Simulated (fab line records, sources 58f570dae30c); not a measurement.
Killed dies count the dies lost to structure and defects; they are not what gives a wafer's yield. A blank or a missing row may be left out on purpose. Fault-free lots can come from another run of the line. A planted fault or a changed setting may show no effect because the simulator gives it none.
Comparing a struck lot with a sound one | flow berkeley_cmos170 | 20 steps out of a route of 331
Sound: the wafers L327.3, L327.5, L327.6. Wafers L344.1, L344.3, L344.5 were the ones struck. Last of all comes the cause.
Each step with rows lists, per side, the tool, then ch with its chambers, then its first start. Under that, the readings that differ: sound wafers | struck wafers | difference of the means | sigmas: that difference in standard deviations of wafers without a fault.
alike: words and numbers the same on both sides, and readings whose means are apart by under 2 such deviations; not compared: readings that were withheld, readings missing a value for some wafer, numbers with overlapping values and no deviation given by the record, and bounds like >300 which may hide the same value.
The two part at a step that has a row with sigmas, a row that says differs or no value, or rows on one side only. Numbers that don't overlap but have no deviation are shown without sigmas and don't part them. A reading that every wafer of one side lacks parts them only if that side has two wafers or more.

first, 1 step without rows for these wafers: UCB170_CONTACT_CVD_01 (deposits PSG from SiH4/O2/PH3, target thk 700 nm, time 2820 s).
UCB170_CONTACT_THK_MEAS_02:
  struck on film_metro-01, day 11 01:02; sound on film_metro-02, day 8 03:38
  alike: CONTACT_PSG_THK
then, 3 steps without rows for these wafers: UCB170_CONTACT_HMDS_03 (prime time 60 s); UCB170_CONTACT_COAT_04 (resist thk 900 nm); UCB170_CONTACT_SOFTBAKE_05 (time 60 s).
UCB170_CONTACT_STRIP_06: strips in O2.
  sound on plasma_asher-02 ch 0,1, day 8 04:09; struck on plasma_asher-04 ch 1, day 11 01:32
  alike: drypump_motor_current_A, oes_product_au, strip_time_to_endpoint_s
  not compared: rf_hours_counter_h
then, 1 step without rows for these wafers: UCB170_CONTACT_CLEAN_07 (cleans in SPM, time 600 s).
UCB170_CONTACT_RTA_08: time 10 s.
  sound on rtp_anneal-01 ch 0, day 8 04:26; struck on rtp_anneal-01 ch 0, day 11 02:07
  alike: anneal_temp_c_max, lamp_power_pct, wafer_temp_C_max
then, 4 steps without rows for these wafers: UCB170_CONTACT_COAT_09; UCB170_CONTACT_COAT_10 (resist thk 900 nm); UCB170_CONTACT_SOFTBAKE_11 (time 60 s); UCB170_CONTACT_EXPOSE_12 (exposes mask CONT, target cd 700 nm).
UCB170_CONTACT_PEB_13:
  sound on litho_track-02 ch 0, day 8 05:45; struck on litho_track-01 ch 0, day 11 04:00
  reading                  | sound                | struck               | difference | sigmas
  heater_power_total_W (W) | 56.81 56.86 56.82    | 55.40 55.43 55.42    | -1.41      | -31
  plate_temp_C (C)         | 129.96 129.98 130.03 | 127.54 127.82 127.99 | -2.21      | -17
then, 1 step without rows for these wafers: UCB170_CONTACT_DEVELOP_14 (develop time 45 s).
UCB170_CONTACT_CD_MEAS_15: the cd target is 700 nm.
  struck on cd_sem-02, day 11 04:28; sound on cd_sem-01, day 8 06:01
  reading    | sound             | struck            | difference | sigmas
  cd_nm (nm) | 698.5 698.4 698.6 | 682.5 681.1 681.0 | -17.0      | -13
UCB170_CONTACT_OVL_MEAS_16:
  struck on overlay-02, day 11 04:35; sound on overlay-01, day 8 06:07
  alike: CONTACT_OVL
UCB170_CONTACT_ETCH_17: etches BARC in N2/H2.
  sound on rie_diel-02 ch 0,2,3, day 8 06:08; struck on rie_diel-02 ch 1,2, day 11 04:37
  reading                  | sound             | struck          | difference | sigmas
  model.CONTACT.cd_nm (nm) | 698.5 698.3 697.9 | 682.9 681 681.3 | -16.5      |
  alike: drypump_motor_current_A, oes_product_au, throttle_valve_pct
UCB170_CONTACT_ETCH_18: etches PSG in CHF3/CF4/Ar, stops on TiSi2, target depth 840 nm, time 195 s.
  sound on rie_diel-02 ch 0,2,3; struck on rie_diel-02 ch 1,2
  reading                  | sound             | struck            | difference | sigmas
  model.CONTACT.cd_nm (nm) | 698.3 697.8 698.3 | 682.1 680.9 681.1 | -16.8      |
  alike: drypump_motor_current_A, mfc_ar_sccm, oes_product_au, throttle_valve_pct
  not compared: rf_hours_counter_h
UCB170_CONTACT_STRIP_19: strips in O2.
  sound on plasma_asher-02 ch 0,1, day 8 06:20; struck on plasma_asher-03 ch 0,1, day 11 04:47
  alike: drypump_motor_current_A, oes_product_au
  not compared: rf_hours_counter_h
next, for these wafers, 1 step has no rows: UCB170_M3_PROBE_99.

== WHERE THEY PART ==
At UCB170_CONTACT_PEB_13 first; at UCB170_CONTACT_CD_MEAS_15 last (within this record only). Later steps at which nothing parts them and some readings are alike: UCB170_CONTACT_OVL_MEAS_16, UCB170_CONTACT_ETCH_17, UCB170_CONTACT_ETCH_18, UCB170_CONTACT_STRIP_19.

WHY: what the simulator had put in
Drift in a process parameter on litho_track-01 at UCB170_CONTACT_PEB_13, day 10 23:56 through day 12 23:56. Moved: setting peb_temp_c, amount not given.
